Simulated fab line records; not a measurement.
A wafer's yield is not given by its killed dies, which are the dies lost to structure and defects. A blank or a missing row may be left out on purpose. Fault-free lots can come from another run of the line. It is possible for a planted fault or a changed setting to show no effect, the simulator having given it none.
The tool behind it: which one? / flow berkeley-cmos170 / 14 lots with 42 wafers sampled at 3 steps, on a route of 331 steps

== WHAT THE GAUGES READ, wafer by wafer ==
UCB170_NWELL_TW_MEAS_16.
lot=L716; measured=day 2 20:15; on=film-metro-01; NWELL_TW=1251 1243 1256
lot=L717; measured=day 2 20:40; on=film-metro-04; NWELL_TW=1261 1263 1260
lot=L718; measured=day 2 20:46; on=film-metro-01; NWELL_TW=1240 1254 1249
lot=L719; measured=day 3 08:47; on=film-metro-01; NWELL_TW=1256 1246 1258
lot=L721; measured=day 3 13:09; on=film-metro-04; NWELL_TW=1266 1257 1262
lot=L722; measured=day 3 13:24; on=film-metro-01; NWELL_TW=1253 1246 1244
lot=L723; measured=day 4 01:10; on=film-metro-02; NWELL_TW=1245 1244 1249
lot=L725; measured=day 4 09:42; on=film-metro-02; NWELL_TW=1250 1245 1247
lot=L727; measured=day 4 14:36; on=film-metro-04; NWELL_TW=1247 1249 1251
lot=L726; measured=day 4 14:44; on=film-metro-01; NWELL_TW=1248 1255 1250
lot=L728; measured=day 4 17:38; on=film-metro-04; NWELL_TW=1250 1257 1244
lot=L729; measured=day 4 22:52; on=film-metro-04; NWELL_TW=1252 1255 1255
lot=L733; measured=day 6 05:01; on=film-metro-02; NWELL_TW=1127 1119 1127
lot=L736; measured=day 6 12:32; on=film-metro-02; NWELL_TW=1125 1122 1132

UCB170_NVT_OVL_MEAS_06.
lot=L716; measured=day 7 09:36; on=overlay-02; NVT_OVL (nm)=2 0 -3
lot=L717; measured=day 7 03:04; on=overlay-01; NVT_OVL (nm)=-1 -3 -6
lot=L718; measured=day 7 02:56; on=overlay-01; NVT_OVL (nm)=8 0 -1
lot=L719; measured=day 7 09:29; on=overlay-01; NVT_OVL (nm)=6 -5 2
lot=L721; measured=day 7 09:51; on=overlay-01; NVT_OVL (nm)=0 9 6
lot=L722; measured=day 7 09:01; on=overlay-02; NVT_OVL (nm)=7 -4 -4
lot=L723; measured=day 7 20:35; on=overlay-02; NVT_OVL (nm)=-1 0 -8
lot=L725; measured=day 8 13:29; on=overlay-02; NVT_OVL (nm)=4 -10 1
lot=L727; measured=day 8 07:11; on=overlay-02; NVT_OVL (nm)=-8 -8 -4
lot=L726; measured=day 8 06:55; on=overlay-01; NVT_OVL (nm)=-2 0 -2
lot=L728; measured=day 8 12:55; on=overlay-01; NVT_OVL (nm)=-5 -1 2
lot=L729; measured=day 8 13:11; on=overlay-02; NVT_OVL (nm)=7 2 2
lot=L733; measured=day 10 02:02; on=overlay-01; NVT_OVL (nm)=-6 -3 -7
lot=L736; measured=day 10 06:08; on=overlay-02; NVT_OVL (nm)=1 -1 4

== EACH LOT AND THE TOOL THAT RAN IT (in order: tool; ch and the chambers of the sampled wafers; start) ==
lot=L716; UCB170_NWELL_IMPLANT_14=implanter-04 ch 0, day 2 20:01
lot=L717; UCB170_NWELL_IMPLANT_14=implanter-03 ch 0, day 2 20:19
lot=L718; UCB170_NWELL_IMPLANT_14=implanter-01 ch 0, day 2 20:31
lot=L719; UCB170_NWELL_IMPLANT_14=implanter-04 ch 0, day 3 08:32
lot=L721; UCB170_NWELL_IMPLANT_14=implanter-04 ch 0, day 3 12:56
lot=L722; UCB170_NWELL_IMPLANT_14=implanter-03 ch 0, day 3 13:09
lot=L723; UCB170_NWELL_IMPLANT_14=implanter-03 ch 0, day 4 00:55
lot=L725; UCB170_NWELL_IMPLANT_14=implanter-04 ch 0, day 4 09:27
lot=L727; UCB170_NWELL_IMPLANT_14=implanter-04 ch 0, day 4 14:21
lot=L726; UCB170_NWELL_IMPLANT_14=implanter-03 ch 0, day 4 14:29
lot=L728; UCB170_NWELL_IMPLANT_14=implanter-01 ch 0, day 4 17:25
lot=L729; UCB170_NWELL_IMPLANT_14=implanter-03 ch 0, day 4 22:37
lot=L733; UCB170_NWELL_IMPLANT_14=implanter-03 ch 0, day 6 04:46
lot=L736; UCB170_NWELL_IMPLANT_14=implanter-03 ch 0, day 6 12:19
- UCB170_NWELL_IMPLANT_14

== WHAT THE TOOLS THEMSELVES READ (means of the sampled wafers that have a number; where no wafer has one, the mark that the record gives instead) ==
UCB170_NWELL_IMPLANT_14.
lot=L716; tool=implanter-04; beam-energy-keV=150.01; dose-ions-cm2=1e+13; faraday-current-uA=31.8; tilt-deg (degrees)=7.023
lot=L717; tool=implanter-03; beam-energy-keV=150.03; dose-ions-cm2=1e+13; faraday-current-uA=31.9; tilt-deg (degrees)=6.989
lot=L718; tool=implanter-01; beam-energy-keV=149.94; dose-ions-cm2=1e+13; faraday-current-uA=31.4; tilt-deg (degrees)=6.989
lot=L719; tool=implanter-04; beam-energy-keV=149.96; dose-ions-cm2=1e+13; faraday-current-uA=31.0; tilt-deg (degrees)=7.006
lot=L721; tool=implanter-04; beam-energy-keV=150.00; dose-ions-cm2=1e+13; faraday-current-uA=31.7; tilt-deg (degrees)=6.980
lot=L722; tool=implanter-03; beam-energy-keV=150.10; dose-ions-cm2=1e+13; faraday-current-uA=30.8; tilt-deg (degrees)=7.000
lot=L723; tool=implanter-03; beam-energy-keV=149.99; dose-ions-cm2=1e+13; faraday-current-uA=31.6; tilt-deg (degrees)=6.984
lot=L725; tool=implanter-04; beam-energy-keV=149.96; dose-ions-cm2=1e+13; faraday-current-uA=32.4; tilt-deg (degrees)=6.993
lot=L727; tool=implanter-04; beam-energy-keV=149.97; dose-ions-cm2=1e+13; faraday-current-uA=30.9; tilt-deg (degrees)=6.996
lot=L726; tool=implanter-03; beam-energy-keV=150.04; dose-ions-cm2=1e+13; faraday-current-uA=31.7; tilt-deg (degrees)=7.029
lot=L728; tool=implanter-01; beam-energy-keV=149.99; dose-ions-cm2=1e+13; faraday-current-uA=31.4; tilt-deg (degrees)=6.998
lot=L729; tool=implanter-03; beam-energy-keV=150.05; dose-ions-cm2=1e+13; faraday-current-uA=31.8; tilt-deg (degrees)=6.977
lot=L733; tool=implanter-03; beam-energy-keV=150.03; dose-ions-cm2=7e+12; faraday-current-uA=22.9; tilt-deg (degrees)=7.020
lot=L736; tool=implanter-03; beam-energy-keV=149.98; dose-ions-cm2=7e+12; faraday-current-uA=23.4; tilt-deg (degrees)=7.003

== THE ANSWER, worked out from the rows above alone ==
Rule: the lots themselves supply what counts as usual. The widest of any qualifying gaps counts: lots, ordered by their means at a reading, are off when they make up no more than a third of the lots, leave a main group of 4 or more, and stand apart from it by 3 or more times the standard deviation of that group's means. If all means in a main group match to the digits the tables above print for the reading, that group is not used. A lot without any number at a reading at which 4 lots or more have one is off too. The other lots that the step has rows for count as sound. After the gauges, taken in route order, come the tools' own readings; for these a lot's mean is taken, as printed above. The first step at which some lot is off is used, and at that step the reading that is off furthest; a lot without a number counts as furthest.
Off: L733, L736, at UCB170_NWELL_TW_MEAS_16 (NWELL_TW). For the main group the mean is 1252 and the standard deviation 5.
If a tool, at a process step before that reading, ran all the lots that are off and no sound lot after the first of them, it fits. The gauges at UCB170_NWELL_TW_MEAS_16 aren't tried: what is off there is off at UCB170_NWELL_IMPLANT_14 too, on other tools, and a gauge's error can't cause that. One candidate fits, namely implanter-03 at UCB170_NWELL_IMPLANT_14. A fault onset in the window from L729 (day 4 22:37, its last sound lot) to L733 (day 6 04:46, its first lot off) fits.
The tool's own readings at UCB170_NWELL_IMPLANT_14 bear it out: on the lots that are off they differ by more than 5 times the standard deviation of the sound lots' means. dose-ions-cm2 reads 7e+12 there against 1e+13 on the sound lots; faraday-current-uA reads 23.1 there against 31.5 on the sound lots.

== WHAT THE SIMULATOR HAD PUT IN ==
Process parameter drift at UCB170_NWELL_IMPLANT_14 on implanter-03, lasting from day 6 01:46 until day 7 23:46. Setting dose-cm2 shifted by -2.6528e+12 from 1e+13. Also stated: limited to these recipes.
Lots struck among those shown: L733, L736. Same finding as the rule above.
